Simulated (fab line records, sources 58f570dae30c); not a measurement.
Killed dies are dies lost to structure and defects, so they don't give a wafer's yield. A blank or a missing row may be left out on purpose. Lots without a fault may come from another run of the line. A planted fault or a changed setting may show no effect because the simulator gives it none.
A struck lot beside a sound one | flow berkeley_cmos170 | 25 steps out of a route of 331
Sound: wafers L253.3, L253.4, L253.6. Struck: wafers L252.2, L252.4, L252.5. The cause comes at the end.
At each step with rows: each side's tool, then ch and its chambers, then its first start. Under that, the readings that differ: sound wafers | struck wafers | difference of the means | sigmas: that difference in standard deviations of wafers without a fault.
alike: readings whose means differ by less than 2 such deviations, and words and numbers that are the same on both sides. not compared: withheld readings, readings that some wafer has no value for, bounds like >300 that may hide the same value, and numbers for which the record gives no deviation and whose values overlap.
The two part at a step that has a row with sigmas, a row that says differs or no value, or rows on one side only. Numbers that don't overlap but have no deviation are shown without sigmas and don't part them. A reading that every wafer of one side lacks parts them only if that side has two wafers or more.

first, 1 step without rows for these wafers: UCB170_PSD_IMPLANT_08.
UCB170_PSD_STRIP_09: strips in O2.
  sound on plasma_asher-04 ch 0,1, day 10 09:19; struck on plasma_asher-04 ch 1, day 9 13:04
  alike: drypump_motor_current_A, oes_product_au, strip_time_to_endpoint_s
  not compared: rf_hours_counter_h
UCB170_PSD_TW_MEAS_10:
  sound on film_metro-03, day 10 09:25; struck on film_metro-04, day 9 13:11
  alike: PSD_TW
then, 7 steps without rows for these wafers: UCB170_PSD_CLEAN_11 (cleans in SPM, time 600 s); UCB170_NSD_HMDS_00 (prime time 60 s); UCB170_NSD_COAT_01 (resist thk 900 nm); UCB170_NSD_SOFTBAKE_02 (time 60 s); UCB170_NSD_EXPOSE_03 (exposes mask NSELECT MOD, target cd 1200 nm); UCB170_NSD_PEB_04; UCB170_NSD_DEVELOP_05 (develop time 45 s).
UCB170_NSD_CD_MEAS_06: target cd 1200 nm.
  sound on cd_sem-01, day 10 12:36; struck on cd_sem-02, day 9 15:38
  reading    | sound                | struck               | difference | sigmas
  cd_nm (nm) | 1197.8 1197.0 1198.6 | 1201.3 1201.1 1201.3 | +3.4       | +2
UCB170_NSD_OVL_MEAS_07:
  sound on overlay-01, day 10 12:41; struck on overlay-02, day 9 15:44
  alike: NSD_OVL
UCB170_NSD_IMPLANT_08:
  sound on implanter-04 ch 0, day 10 12:46; struck on implanter-02 ch 0, day 9 15:47
  reading                          | sound                     | struck                        | difference | sigmas
  dose_ions_cm2                    | 3e+15 3e+15 2.999e+15     | 2.103e+15 2.098e+15 2.109e+15 | -8.963e+14 | -99 or more
  end_station_pressure_torr (Torr) | 1.13e-05 1.21e-05 1.2e-05 | 1.06e-05 1.01e-05 1.03e-05    | -1.47e-06  | -2
  faraday_current_uA               | 8967 9519 9074            | 6501 6437 6573                | -2683      | -14
UCB170_NSD_STRIP_09: strips in O2.
  sound on plasma_asher-04 ch 0,1, day 10 12:54; struck on plasma_asher-03 ch 0,1, day 9 15:55
  reading                      | sound             | struck            | difference | sigmas
  oes_product_au (a.u.)        | 0.533 0.535 0.538 | 0.561 0.565 0.558 | +0.026     | +6
  strip_time_to_endpoint_s (s) | 35.95 35.95 35.95 | 32.54 32.49 32.45 | -3.46      | -44
  alike: drypump_motor_current_A
  not compared: rf_hours_counter_h
UCB170_NSD_TW_MEAS_10:
  sound on film_metro-01, day 10 12:59; struck on film_metro-04, day 9 16:16
  reading | sound          | struck         | difference | sigmas
  NSD_TW  | 4248 4250 4239 | 4015 4021 4020 | -227       | -8
  not compared: hold
then, 3 steps without rows for these wafers: UCB170_BACKSIDE_HMDS_00 (prime time 60 s); UCB170_BACKSIDE_COAT_01 (resist thk 900 nm); UCB170_BACKSIDE_SOFTBAKE_02 (time 60 s).
UCB170_BACKSIDE_STRIP_03: strips in O2.
  sound on plasma_asher-04 ch 0,1, day 10 13:52; struck on plasma_asher-03 ch 0,1, day 10 03:44
  alike: drypump_motor_current_A, oes_product_au, strip_time_to_endpoint_s
  not compared: rf_hours_counter_h
then, 1 step without rows for these wafers: UCB170_BACKSIDE_CLEAN_04 (cleans in SPM, time 600 s).
UCB170_SDANNEAL_RTA_00: time 10 s.
  sound on rtp_anneal-02 ch 0, day 10 14:16; struck on rtp_anneal-02 ch 0, day 10 04:02
  alike: lamp_power_pct, wafer_temp_C_max
UCB170_SDANNEAL_RTA_01: time 5 s.
  sound on rtp_anneal-02 ch 0, day 10 14:23; struck on rtp_anneal-02 ch 0, day 10 04:06
  alike: lamp_power_pct, wafer_temp_C_max
UCB170_SDANNEAL_RS_MEAS_02: measures by four-point-probe.
  sound on film_metro-04, day 10 14:31; struck on film_metro-01, day 10 04:18
  alike: PSD_RS
UCB170_SDANNEAL_RS_MEAS_03: measures by four-point-probe.
  sound on film_metro-04, day 10 14:38; struck on film_metro-01, day 10 04:44
  reading         | sound             | struck            | difference | sigmas
  NSD_RS (ohm/sq) | 37.19 37.27 37.16 | 45.56 45.36 45.36 | +8.22      | +93
  not compared: hold
UCB170_M3_PROBE_99:
  the record has rows for the sound wafers here (prober-01, day 11 11:17) and none for the struck ones

WHERE THEY PART
First at UCB170_NSD_CD_MEAS_06; last, within this record, at UCB170_M3_PROBE_99.

WHY: what the simulator had put in
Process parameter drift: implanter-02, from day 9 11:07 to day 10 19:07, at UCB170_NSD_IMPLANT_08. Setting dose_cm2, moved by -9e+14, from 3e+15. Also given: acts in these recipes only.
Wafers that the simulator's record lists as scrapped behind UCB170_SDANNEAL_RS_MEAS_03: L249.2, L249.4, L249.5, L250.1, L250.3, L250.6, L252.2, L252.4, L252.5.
